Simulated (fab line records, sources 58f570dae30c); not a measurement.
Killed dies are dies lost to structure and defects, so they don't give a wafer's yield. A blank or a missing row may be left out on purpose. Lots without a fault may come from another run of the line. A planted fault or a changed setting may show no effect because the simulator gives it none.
Which tool did it? | flow berkeley_cmos170 | 7 lots, 21 wafers sampled, at 3 steps of a route of 331

WHAT THE GAUGES READ, wafer by wafer
UCB170_PVT_TW_MEAS_09.
lot  | measured     | on            | PVT_TW
L173 | day 6 06:41  | film_metro-02 | 504 501 500
L178 | day 7 09:17  | film_metro-03 | 505 510 507
L180 | day 7 16:29  | film_metro-03 | 506 509 505
L183 | day 8 14:06  | film_metro-03 | 512 510 510
L190 | day 9 12:35  | film_metro-03 | 510 508 508
L191 | day 10 03:05 | film_metro-03 | 517 518 517
L192 | day 10 07:06 | film_metro-04 | 497 502 501

WHICH TOOL RAN EACH LOT (tool, then ch and the chambers of the sampled wafers, then the start)
lot  | UCB170_NWELL_STRIP_15               | UCB170_PVT_IMPLANT_07
L173 | plasma_asher-04 ch 0,1, day 2 20:34 | implanter-03 ch 0, day 6 06:26
L178 | plasma_asher-04 ch 0,1, day 3 18:45 | implanter-02 ch 0, day 7 09:02
L180 | plasma_asher-01 ch 0,1, day 4 04:24 | implanter-03 ch 0, day 7 16:15
L183 | plasma_asher-04 ch 0,1, day 4 21:26 | implanter-04 ch 0, day 8 13:53
L190 | plasma_asher-01 ch 0,1, day 6 05:02 | implanter-04 ch 0, day 9 12:23
L191 | plasma_asher-04 ch 0,1, day 6 13:21 | implanter-03 ch 0, day 10 02:50
L192 | plasma_asher-01 ch 0,1, day 6 21:33 | implanter-02 ch 0, day 10 06:53
- UCB170_NWELL_STRIP_15: strips in O2.
- UCB170_PVT_IMPLANT_07

THE ANSWER, worked out from the rows above alone
Rule: what is usual is taken from the lots themselves. Put in order of their means at a reading, lots are off if they are a third of the lots or fewer, leave a main group of 4 or more, and stand apart from it by a gap of 3 or more times the standard deviation of the main group's means; of several such gaps the widest counts. A main group whose means are all the same, to the digits that the tables above print for the reading, isn't used. A lot without any number at a reading at which 4 lots or more have one is off too. The other lots that the step has rows for count as sound.
No lot is off at any reading shown: from this, nothing can be told.

WHAT THE SIMULATOR HAD PUT IN
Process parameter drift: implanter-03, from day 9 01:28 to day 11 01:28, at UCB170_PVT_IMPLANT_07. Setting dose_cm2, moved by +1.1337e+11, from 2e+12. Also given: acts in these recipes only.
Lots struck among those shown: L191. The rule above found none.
